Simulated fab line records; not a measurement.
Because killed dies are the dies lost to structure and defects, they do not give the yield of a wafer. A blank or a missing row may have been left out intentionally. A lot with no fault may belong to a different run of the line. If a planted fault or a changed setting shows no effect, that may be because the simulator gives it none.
Chamber matching    flow berkeley_cmos170    3 sister chambers for UCB170_SPACER_CVD_00 on pecvd-02
The step deposits SiO2 from TEOS/O2, target thk 376 nm, time 47 s. 14 wafers are shown with their chamber, then 7 later ones without.

WAFERS PAIRED WITH THEIR CHAMBERS
wafer   chamber  heater_power_w (W)  susceptor_temp_C (C)
L325.1  2        260                 390.05
L325.3  1        230                 389.36
L325.4  1        234                 389.76
L330.1  1        230                 390.32
L330.5  0        222                 389.96
L330.6  1        246                 390.10
L333.4  2        268                 390.40
L333.5  0        164                 389.90
L333.6  1        233                 389.91
L340.3  0        237                 389.82
L340.4  2        257                 390.11
L340.6  1        222                 390.03
L339.1  0        237                 389.96
L339.3  2        279                 390.32

SIGNATURES (averages over the wafers above)
reading           chamber 0  chamber 1  chamber 2  scatter within a chamber
heater_power_w    215.00     232.50     266.00     19.6
susceptor_temp_C  389.9100   389.9133   390.2200   0.241
Rule: a wafer's distance from a chamber is the root of the sum, over the readings, of the square of ((its reading less the chamber's mean) divided by the reading's scatter). The wafer belongs to the nearest chamber; if the next one is less than 2 further off, it can't be placed. The scatter: take each reading less its chamber's mean, square it, sum over the shown wafers, divide by the number of wafers less the number of chambers, and take the root.

WAFERS WHOSE CHAMBER IS MISSING
wafer   heater_power_w (W)  susceptor_temp_C (C)
L339.5  287                 390.36
L342.2  199                 389.62
L342.3  268                 389.75
L342.4  280                 389.85
L343.2  203                 390.26
L343.3  213                 389.95
L343.4  240                 390.08

EACH ONE'S CHAMBER
wafer   from the rows above           in truth
L339.5  2                             2
L342.2  can't be placed: 0 or 1       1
L342.3  can't be placed: 1 or 2 or 0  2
L342.4  can't be placed: 2 or 1 or 0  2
L343.2  can't be placed: 0 or 1 or 2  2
L343.3  can't be placed: 0 or 1       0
L343.4  can't be placed: 1 or 2 or 0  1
Correctly placed: 1 of 7. These rows do not allow placing 6 (true chamber among the candidates in 6). 0 placed wrongly.
